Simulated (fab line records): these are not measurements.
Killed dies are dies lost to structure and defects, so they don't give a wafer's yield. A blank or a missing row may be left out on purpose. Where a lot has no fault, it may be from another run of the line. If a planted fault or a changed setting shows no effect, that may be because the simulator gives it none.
Struck lot and sound lot, side by side || flow rit-cmos || 30 steps out of a route of 202
Sound: the wafers L412.4, L412.5, L412.6. Wafers struck: L420.2, L420.4, L420.5. Last of all comes the cause.
Per side, at each step with rows, come the tool, then ch with its chambers, and then its first start. Under that, the readings that differ: sound wafers || struck wafers || difference of the means || sigmas: that difference in standard deviations of wafers without a fault.
alike: a reading whose means differ by less than 2 such deviations, as well as words and numbers matching on both sides. not compared: withheld readings; readings where some wafer has no value; bounds like >300 that might hide an equal value; numbers whose values overlap and for which the record gives no deviation.
The two part at a step that has a row with sigmas, a row that says differs or no value, or rows on one side only. Numbers that have no deviation but don't overlap get no sigmas and don't part them. A reading missing from all wafers of one side parts the sides only when that side holds two or more wafers.

RIT_FOX2_THK_MEAS_01:
  sound on film-metro-01 at day 3 13:15; struck on film-metro-01 at day 5 03:35
  alike: FOX2_OXIDE_THK
then, 2 steps without rows for these wafers: RIT_FOX2_CLEAN_02 (cleans in dHF, time 180 s); RIT_FOX2_WET_ETCH_03 (etches Si3N4 in H3PO4, target depth 195 nm, time 2700 s).
RIT_FOX2_THK_MEAS_90:
  sound on film-metro-01 at day 3 14:07; struck on film-metro-02 at day 5 04:28
  alike: FIELD_OXIDE_LEFT_1_THK
then, 6 steps without rows for these wafers: RIT_NWELL_HMDS_00 (prime time 60 s); RIT_NWELL_COAT_01 (resist thk 1300 nm); RIT_NWELL_SOFTBAKE_02 (time 60 s); RIT_NWELL_EXPOSE_03 (exposes mask M2, target cd 43900 nm); RIT_NWELL_PEB_04; RIT_NWELL_DEVELOP_05 (develop time 68 s).
RIT_NWELL_OVL_MEAS_06:
  sound on overlay-02 at day 3 15:13; struck on overlay-02 at day 5 05:27
  alike: NWELL_OVL
then, 1 step without rows for these wafers: RIT_NWELL_HARDBAKE_07 (time 120 s).
RIT_NWELL_IMPLANT_08:
  sound on implanter-04 ch 0, day 3 15:34; struck on implanter-04 ch 0, day 5 05:46
{"reading": "beam-on-s (s)", "sound": "10.13 9.78 10.21", "struck": "11.27 11.19 11.07", "difference": "+1.14", "sigmas": "+6"}
{"reading": "end-station-pressure-torr (Torr)", "sound": "5.78e-06 5.54e-06 5.06e-06", "struck": "5.015e-05 4.746e-05 4.918e-05", "difference": "+4.347e-05", "sigmas": "+99 or more"}
{"reading": "faraday-current-uA", "sound": "156 162 155", "struck": "143 143 145", "difference": -14, "sigmas": -4}
RIT_NWELL_STRIP_09: strips in O2, time 180 s.
  sound on plasma-asher-02 ch 0,1, day 3 15:42; struck on plasma-asher-02 ch 0,1, day 5 05:53
  alike: drypump-motor-current-A, rf-refl-power-W
  not compared: rf-hours-counter-h
RIT_NWELL_TW_MEAS_10:
  sound on film-metro-04 at day 3 15:51; struck on film-metro-01 at day 5 06:04
{"reading": "NWELL_TW", "sound": "2129 2135 2142", "struck": "2215 2208 2212", "difference": "+76", "sigmas": "+6"}
then, 6 steps without rows for these wafers: RIT_PWELL_HMDS_00 (prime time 60 s); RIT_PWELL_COAT_01 (resist thk 1300 nm); RIT_PWELL_SOFTBAKE_02 (time 60 s); RIT_PWELL_EXPOSE_03 (exposes mask M3, target cd 43700 nm); RIT_PWELL_PEB_04; RIT_PWELL_DEVELOP_05 (develop time 68 s).
RIT_PWELL_OVL_MEAS_06:
  sound on overlay-02 at day 3 16:54; struck on overlay-02 at day 5 07:00
  alike: PWELL_OVL
then, 2 steps without rows for these wafers: RIT_PWELL_HARDBAKE_07 (time 120 s); RIT_PWELL_IMPLANT_08.
RIT_PWELL_STRIP_09: strips in O2, time 180 s.
  sound on plasma-asher-03 ch 0,1, day 3 17:23; struck on plasma-asher-04 ch 0,1, day 5 07:26
  alike: drypump-motor-current-A, rf-refl-power-W
  not compared: rf-hours-counter-h
RIT_PWELL_TW_MEAS_10:
  sound on film-metro-01 at day 3 17:31; struck on film-metro-01 at day 5 07:37
  alike: PWELL_TW
then, 1 step without rows for these wafers: RIT_WELLDRIVE_ANNEAL_00 (time 14700 s).
RIT_WELLDRIVE_RS_MEAS_01: the measuring method here is four-point-probe.
  sound on film-metro-03 at day 3 23:34; struck on film-metro-03 at day 5 13:42
{"reading": "NWELL_RS (ohm/sq)", "sound": "275.6 274.7 274.9", "struck": "259.2 258.2 258.1", "difference": -16.6, "sigmas": -22}
RIT_WELLDRIVE_RS_MEAS_02: the measuring method here is four-point-probe.
  sound on film-metro-03 at day 3 23:41; struck on film-metro-03 at day 5 13:49
  alike: PWELL_RS
RIT_M1_PROBE_99:
  sound on prober-01 at day 5 05:50; struck on prober-02 at day 6 19:50
{"reading": "model.etest.nwell-pinched.rs-ohm-sq", "sound": "333.8 337.1 339.6", "struck": "318.5 316.5 314.7", "difference": -20.3, "sigmas": ""}
{"reading": "model.etest.well-edge-left.line-ohm-um", "sound": "184.2 184.4 181.8", "struck": "169.7 170.3 168.7", "difference": -13.9, "sigmas": ""}
{"reading": "model.etest.well-edge-right.line-ohm-um", "sound": "183.4 185.3 181.1", "struck": "171.2 171 168", "difference": -13.2, "sigmas": ""}
{"reading": "model.etest.field-p-metal.vt-v (V)", "sound": "-30.87 -30.04 -29.83", "struck": "-31.53 -31.86 -32.37", "difference": -1.67, "sigmas": ""}
{"reading": "model.etest.field-p.vt-v (V)", "sound": "-12.81 -12.79 -12.91", "struck": "-13.61 -13.54 -13.62", "difference": -0.75, "sigmas": ""}
{"reading": "model.etest.diode-pplus-nwell.bv-v (V)", "sound": "6.492 6.604 6.59", "struck": "6.392 6.393 6.426", "difference": -0.158, "sigmas": ""}
{"reading": "model.etest.vpnp.gain", "sound": "1.037 1.048 1.039", "struck": "0.979 0.9693 0.9723", "difference": -0.068, "sigmas": ""}
{"reading": "model.etest.diode-pplus-comb.cj-ff-um2", "sound": "2.014 2.024 2.013", "struck": "2.088 2.082 2.075", "difference": "+0.065", "sigmas": ""}
  alike: killed-at-contacts, killed-at-front-end, killed-dies, killed-open, killed-short

WHERE THEY PART
Earliest at RIT_NWELL_IMPLANT_08; latest, in this record, at RIT_WELLDRIVE_RS_MEAS_01. Later steps at which nothing parts them and some readings are alike: RIT_WELLDRIVE_RS_MEAS_02, RIT_M1_PROBE_99.

WHY: what the simulator had put in
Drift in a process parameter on implanter-04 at RIT_NWELL_IMPLANT_08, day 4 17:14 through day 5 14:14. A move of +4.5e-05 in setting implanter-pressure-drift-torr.
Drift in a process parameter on implanter-04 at RIT_NWELL_IMPLANT_08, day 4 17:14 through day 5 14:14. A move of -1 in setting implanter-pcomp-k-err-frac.
